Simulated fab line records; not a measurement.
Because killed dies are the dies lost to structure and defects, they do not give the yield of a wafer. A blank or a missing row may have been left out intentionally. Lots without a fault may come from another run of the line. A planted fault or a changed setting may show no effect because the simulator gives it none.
Code-filled problem report in 8D (eight disciplines) form + flow berkeley-cmos170 + the parts of the form that need people (team, actions taken, sign-off) are left out

1. THE PROBLEM
Mean NWELL_TW at UCB170_NWELL_TW_MEAS_16: 1288 over 6 wafers in 2 lots; fault-free wafers: 1234, standard deviation 10. Measured from the usual mean, that is +5.4 standard deviations.
First observed at day 4 09:41: wafer L811.2, on film-metro-02. Wafers with a number at this step in the record: 42, from 14 lots. Rule for "out", or "out of limits": more than 4 standard deviations from the usual mean. Any other wafer with a number is counted as sound.

2. WHAT THIS IS AND IS NOT
| question                    | is                           | is not                                                                                 |
|-----------------------------|------------------------------|----------------------------------------------------------------------------------------|
| which readings at this step | NWELL_TW                     | -                                                                                      |
| which lots                  | L811, L815                   | L803, L804, L805, L806, L807, L808, L809, L810, L820, L822, L824, L825                 |
| which wafers of those lots  | all that have a number       | -                                                                                      |
| read on which gauges        | film-metro-01, film-metro-02 | film-metro-04                                                                          |
| when                        | from day 4 09:41             | up to then (24 sound wafers); but 12 sound wafers of L820, L822, L824, L825 came after |

3. THE SUSPECTS, EACH WITH WHAT RULES IT OUT
Counting: a tool at a process step up to the reading stays a suspect if it ran every lot that is out and no sound lot after the first of them.
- the gauge at UCB170_NWELL_TW_MEAS_16 has been ruled out. The wafers that are out were read on 2 gauges (film-metro-01, film-metro-02).
- implanter-02 at UCB170_NWELL_IMPLANT_14: kept. Every lot that is out went through it, starting with L811 (day 4 09:27), and after that it ran no sound lot; the last sound lot it ran before then is L809 (day 4 01:07). Its own readings are out on those wafers: beam-energy-keV.
Remaining after the count: implanter-02 at UCB170_NWELL_IMPLANT_14.

4. THE CAUSE (what the simulator had put in)
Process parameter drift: implanter-02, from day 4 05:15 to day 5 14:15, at UCB170_NWELL_IMPLANT_14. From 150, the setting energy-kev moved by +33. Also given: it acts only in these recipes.
Counting left only this tool.

5. THE EFFECT CHAIN, in route order
Rows list readings where the struck wafers' mean (over those with a number) sits beyond 3 standard deviations from the usual. Scope: only readings with a usual standard deviation given in the record; hours: median across lots of the time from each lot's start at the first step in this table that gives one to its start at this step; sigmas: change in usual standard deviations.
| hours | step                    | reading         | usual  | on struck wafers | change | sigmas      |
|-------|-------------------------|-----------------|--------|------------------|--------|-------------|
| 0     | UCB170_NWELL_IMPLANT_14 | beam-energy-keV | 150.00 | 183.04           | +33.04 | +99 or more |
| 0     | UCB170_NWELL_TW_MEAS_16 | NWELL_TW        | 1234   | 1288             | +54    | +5.4        |
Its process steps:
- UCB170_NWELL_IMPLANT_14
Later measuring or inspecting steps at which every struck wafer that the step has a row for has a number for every such reading, and none has moved that far: UCB170_PWELL_OVL_MEAS_13.

6. HOW IT WOULD HAVE BEEN CAUGHT EARLIER
4 hours passed between the start of the fault at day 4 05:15 and the first reading out of limits at a measuring or inspecting step in this record, taken at day 4 09:41.
At UCB170_NWELL_IMPLANT_14, the tool's own readings (beam-energy-keV) were out on each struck wafer the step has a row for, so an alarm limit on them would have fired on the first such wafer.
Among the 2 lots that are out, L815 began UCB170_NWELL_IMPLANT_14 on implanter-02 after day 4 09:41. A tool hold placed at that time would have kept it from harm.
